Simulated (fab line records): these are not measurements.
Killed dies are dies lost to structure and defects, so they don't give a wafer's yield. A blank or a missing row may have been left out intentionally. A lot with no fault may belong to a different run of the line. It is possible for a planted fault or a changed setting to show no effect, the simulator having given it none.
fab line records + flow ritCmos
record:
- lots: 6
- wafers: 18
- lastDay: 7
route steps=202 shown ACTIVE@18 FOX1@20 FOX2@23 NWELL@28 M1@202
lots that met no fault: from a run of the same line without faults
startH: hours from the record's first day to the start of the lot's first wafer shown + waitH: how many hours have passed since the lot's step before this one + " unchanged from the row above + L1.1+2: a single row standing in for several wafers + - no value, or no start was given + * or withheld: withheld + < > ~ a bound
route shown NAME@n: NAME is a module with steps in the file, n the number in the route of the first one + usual: mean/standard deviation taken from wafers without a fault + same: alike in all rows + chamber/n: place in a boat + sites: the reading at each site + _std_site: the values' standard deviation + _edge_site: outer sites' mean less inner sites' + radiusMm: for every site, how far away it sits from the centre of the wafer + mask NAME#n: copy n + behind: tool/chamber where the wafer was last shaped + hold: cause of the lot's hold/its duration in hours/its outcome + device: the transistor (n, p or np) that didn't switch + end of line: tests run on the same wafers once the route is complete + a step with no rows: only its recipe + killed: dies lost to structure and defects at the first sort, not the wafer's yield + map: dies across one wafer; x = killed, . = not, _ = none there
set.NAME: the setting as run; set.NAME@STEP: as run at that earlier step + model.NAME: the simulator's own value behind a step, which no gauge read
certain route steps with their lots: each step a table, each wafer a row
== steps ==
step: RIT_ACTIVE_CLEAN_16
recipe:
- chemistry: dHF
- dilution: 50:1
- timeS: 28.62
step: RIT_ACTIVE_CLEAN_17
recipe:
- chemistry: SC2
- mix: 3:3:50
- timeS: 600
- tempC: 75
- dry: n2Spin
step: RIT_FOX1_OXIDATION_00
recipe:
- tempC: 1100
- ambient: H2O
- targetThkA: 3507
- pH2oTorr: 720
- oxTimeS: 1130
step: RIT_FOX1_THK_MEAS_01
recipe:
- reads: SiO2_of_FOX1_OXIDATION_00
usual:
- FOX1_OXIDE_THK: 346/5.9
| lot.wafer | tool         | chamber | startH | waitH | FOX1_OXIDE_THK[nm] |
|-----------|--------------|---------|--------|-------|--------------------|
| L194.1    | filmMetro-02 | -       | 48.99  | 0.0   | 357                |
| L194.4    | "            | -       | "      | "     | 356                |
| L194.6    | "            | -       | "      | "     | 365                |
| L195.3    | filmMetro-04 | -       | 53.14  | 0.0   | 342                |
| L195.4    | "            | -       | "      | "     | 342                |
| L195.6    | "            | -       | "      | "     | 344                |
| L199.2    | filmMetro-02 | -       | 74.88  | 0.0   | 346                |
| L199.3    | "            | -       | "      | "     | 347                |
| L199.4    | "            | -       | "      | "     | 350                |
| L200.2    | filmMetro-02 | -       | 80.51  | 0.0   | 343                |
| L200.5    | "            | -       | "      | "     | 344                |
| L200.6    | "            | -       | "      | "     | 335                |
| L206.1    | filmMetro-02 | -       | 107.31 | 0.0   | 344                |
| L206.2    | "            | -       | "      | "     | 348                |
| L206.6    | "            | -       | "      | "     | 353                |
| L207.2    | filmMetro-02 | -       | 112.96 | 0.0   | 361                |
| L207.4    | "            | -       | "      | "     | 358                |
| L207.5    | "            | -       | "      | "     | 353                |
step: RIT_FOX1_WET_ETCH_02
recipe:
- chemistry: BOE
- targetDepthNm: 350
- timeS: 390
- tempC: 21.5
- dry: n2Spin
- dilution: 10:1
- target: SiO2
step: RIT_FOX2_OXIDATION_00
recipe:
- tempC: 1100
- ambient: H2O
- targetThkA: 3507
- pH2oTorr: 720
- oxTimeS: 1130
step: RIT_FOX2_THK_MEAS_01
recipe:
- reads: SiO2_of_FOX2_OXIDATION_00
usual:
- FOX2_OXIDE_THK: 347/6.5
| lot.wafer | tool         | chamber | startH | waitH | FOX2_OXIDE_THK[nm] |
|-----------|--------------|---------|--------|-------|--------------------|
| L194.1    | filmMetro-02 | -       | 51.80  | 0.0   | 345                |
| L194.4    | "            | -       | "      | "     | 341                |
| L194.6    | "            | -       | "      | "     | 349                |
| L195.3    | filmMetro-02 | -       | 54.94  | 0.0   | 360                |
| L195.4    | "            | -       | "      | "     | 359                |
| L195.6    | "            | -       | "      | "     | 360                |
| L199.2    | filmMetro-02 | -       | 77.70  | 0.0   | 344                |
| L199.3    | "            | -       | "      | "     | 342                |
| L199.4    | "            | -       | "      | "     | 341                |
| L200.2    | filmMetro-02 | -       | 83.56  | 0.0   | 350                |
| L200.5    | "            | -       | "      | "     | 345                |
| L200.6    | "            | -       | "      | "     | 347                |
| L206.1    | filmMetro-01 | -       | 108.87 | 0.0   | 339                |
| L206.2    | "            | -       | "      | "     | 339                |
| L206.6    | "            | -       | "      | "     | 340                |
| L207.2    | filmMetro-03 | -       | 114.45 | 0.0   | 350                |
| L207.4    | "            | -       | "      | "     | 349                |
| L207.5    | "            | -       | "      | "     | 348                |
step: RIT_FOX2_CLEAN_02
recipe:
- chemistry: dHF
- dilution: 50:1
- timeS: 180
step: RIT_FOX2_WET_ETCH_03
recipe:
- chemistry: H3PO4
- target: Si3N4
- targetDepthNm: 195
- tempC: 165
- timeS: 2700
step: RIT_FOX2_THK_MEAS_90
recipe:
- reads: SiO2_of_FOX2_OXIDATION_00
usual:
- FIELD_OXIDE_LEFT_1_THK: 319/6.5
| lot.wafer | tool         | chamber | startH | waitH | FIELD_OXIDE_LEFT_1_THK[nm] |
|-----------|--------------|---------|--------|-------|----------------------------|
| L194.1    | filmMetro-03 | -       | 52.75  | 0.0   | 318                        |
| L194.4    | "            | -       | "      | "     | 314                        |
| L194.6    | "            | -       | "      | "     | 322                        |
| L195.3    | filmMetro-02 | -       | 55.83  | 0.0   | 333                        |
| L195.4    | "            | -       | "      | "     | 332                        |
| L195.6    | "            | -       | "      | "     | 333                        |
| L199.2    | filmMetro-02 | -       | 78.57  | 0.0   | 317                        |
| L199.3    | "            | -       | "      | "     | 314                        |
| L199.4    | "            | -       | "      | "     | 314                        |
| L200.2    | filmMetro-01 | -       | 84.43  | 0.0   | 322                        |
| L200.5    | "            | -       | "      | "     | 318                        |
| L200.6    | "            | -       | "      | "     | 319                        |
| L206.1    | filmMetro-02 | -       | 109.82 | 0.0   | 312                        |
| L206.2    | "            | -       | "      | "     | 312                        |
| L206.6    | "            | -       | "      | "     | 313                        |
| L207.2    | filmMetro-02 | -       | 115.32 | 0.0   | 323                        |
| L207.4    | "            | -       | "      | "     | 321                        |
| L207.5    | "            | -       | "      | "     | 321                        |
step: RIT_NWELL_HMDS_00
recipe:
- primeTimeS: 60
- primeTempC: 140
step: RIT_NWELL_COAT_01
recipe:
- resist: NOVOLAK
- spinRpm: 2000
- resistThkNm: 1300
step: RIT_NWELL_SOFTBAKE_02
recipe:
- resist: NOVOLAK
- tempC: 90
- timeS: 60
usual:
- runLengthS: 89.02/0.18
| lot.wafer | tool          | chamber | startH | waitH | runLengthS |
|-----------|---------------|---------|--------|-------|------------|
| L194.1    | lithoTrack-03 | 0       | 53.11  | 0.1   | 89.17      |
| L194.4    | "             | 0       | "      | "     | 89.13      |
| L194.6    | "             | 0       | "      | "     | 88.97      |
| L195.3    | lithoTrack-02 | 0       | 56.22  | 0.1   | 89.05      |
| L195.4    | "             | 0       | "      | "     | 89.24      |
| L195.6    | "             | 0       | "      | "     | 89.02      |
| L199.2    | lithoTrack-03 | 0       | 78.95  | 0.1   | 100.91     |
| L199.3    | "             | 0       | "      | "     | 100.78     |
| L199.4    | "             | 0       | "      | "     | 100.75     |
| L200.2    | lithoTrack-03 | 0       | 84.81  | 0.1   | 100.88     |
| L200.5    | "             | 0       | "      | "     | 100.92     |
| L200.6    | "             | 0       | "      | "     | 100.72     |
| L206.1    | lithoTrack-02 | 0       | 110.18 | 0.1   | 89.02      |
| L206.2    | "             | 0       | "      | "     | 88.99      |
| L206.6    | "             | 0       | "      | "     | 89.11      |
| L207.2    | lithoTrack-04 | 0       | 115.70 | 0.1   | 88.75      |
| L207.4    | "             | 0       | "      | "     | 88.93      |
| L207.5    | "             | 0       | "      | "     | 88.78      |
step: RIT_NWELL_EXPOSE_03
recipe:
- maskId: M2
- na: 0.57
- targetCdNm: 43900
- doseMj: 250
step: RIT_M1_PROBE_99
usual:
- killedAtContacts: 0.1/0.29
- killedAtFrontEnd: 7/3
- killedDies: 7/3
- killedOpen: 3.2/2
- killedShort: 3.5/2.1
same:
- grossDies: 264
- killed_at_M0_to_M3: 0
- killed_at_M4_up: 0
- killedAtBackSide: 0
- killedAtOther: 0
| lot.wafer | tool      | chamber | startH | waitH | killedAtContacts | killedAtFrontEnd | killedDies | killedOpen | killedShort |
|-----------|-----------|---------|--------|-------|------------------|------------------|------------|------------|-------------|
| L194.1    | prober-02 | -       | 94.37  | 0.1   | 0                | 1                | 1          | 1          | 0           |
| L194.4    | prober-02 | -       | 94.52  | 0.2   | 0                | 8                | 8          | 4          | 4           |
| L194.6    | prober-02 | -       | 94.62  | 0.2   | 0                | 13               | 13         | 7          | 6           |
| L199.2    | prober-01 | -       | 122.67 | 0.1   | 0                | 7                | 7          | 5          | 2           |
| L199.3    | prober-01 | -       | 122.72 | 0.2   | 0                | 4                | 4          | 2          | 2           |
| L199.4    | prober-01 | -       | 122.77 | 0.2   | 0                | 9                | 9          | 7          | 2           |
| L206.1    | prober-02 | -       | 150.68 | 0.1   | 0                | 4                | 4          | 2          | 2           |
| L206.2    | prober-02 | -       | 150.73 | 0.1   | 0                | 8                | 8          | 3          | 5           |
| L206.6    | prober-02 | -       | 150.93 | 0.2   | 0                | 5                | 5          | 1          | 4           |
killed by level:class
L194.1 SILICIDE:geometricParticle:open=1
L194.4 FOX1:geometricParticle:short=2 FOX1:geometricParticle:open=2 FOX2:geometricParticle:short=1 GATE:geometricParticle:open=1 GATE:geometricParticle:short=1 SILICIDE:geometricParticle:open=1
L194.6 FOX1:geometricParticle:open=3 FOX1:geometricParticle:short=3 GATE:geometricParticle:short=3 GATE:geometricParticle:open=2 REOX:geometricParticle:open=1 SPACER:geometricParticle:open=1
L199.2 FOX1:geometricParticle:open=1 FOX1:geometricParticle:short=1 GATE:geometricParticle:open=1 REOX:geometricParticle:short=1 REOX:geometricParticle:open=1 SPACER:geometricParticle:open=1 SILICIDE:geometricParticle:open=1
L199.3 FOX2:geometricParticle:open=1 GATE:geometricParticle:open=1 GATE:geometricParticle:short=1 SPACER:geometricParticle:short=1
L199.4 FOX1:geometricParticle:open=3 FOX1:geometricParticle:short=1 GATE:geometricParticle:open=1 GATE:geometricParticle:short=1 REOX:geometricParticle:open=1 SPACER:geometricParticle:open=1 SILICIDE:geometricParticle:open=1
L206.1 SILICIDE:geometricParticle:short=2 FOX1:geometricParticle:open=1 SILICIDE:geometricParticle:open=1
L206.2 GATE:geometricParticle:short=3 SPACER:geometricParticle:short=2 SILICIDE:geometricParticle:open=2 SPACER:geometricParticle:open=1
L206.6 GATE:geometricParticle:short=2 FOX1:geometricParticle:short=1 GATE:geometricParticle:open=1 REOX:geometricParticle:short=1
== key ==
firstSign:
- step: RIT_NWELL_SOFTBAKE_02
- reading: runLengthS
- direction: up
- sigmas: 64
- usual: *
- struck: *
effect none on later readings
metAt RIT_NWELL_SOFTBAKE_02
struckWafers L199.2,L199.3,L199.4,L200.2,L200.5,L200.6
testerLeftOut L199,L200
onsetBetween 53.11 78.95
fault:
- kind: processParameterDrift
- tool: lithoTrack-03
- chamber: -
- onsetH: 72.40
- steps: RIT_NWELL_SOFTBAKE_02
- channel: timeS
- offset: *
- shape: step
- endH: 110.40
- actsIn: *
- stated: *
testerLeftOut: of these lots the tester's yield and bins aren't shown, on N5 and GAA mostly nor the transistor test; their killed dies are dies lost to structure and defects alone, not to doping, threshold or leakage, so they don't give the yield
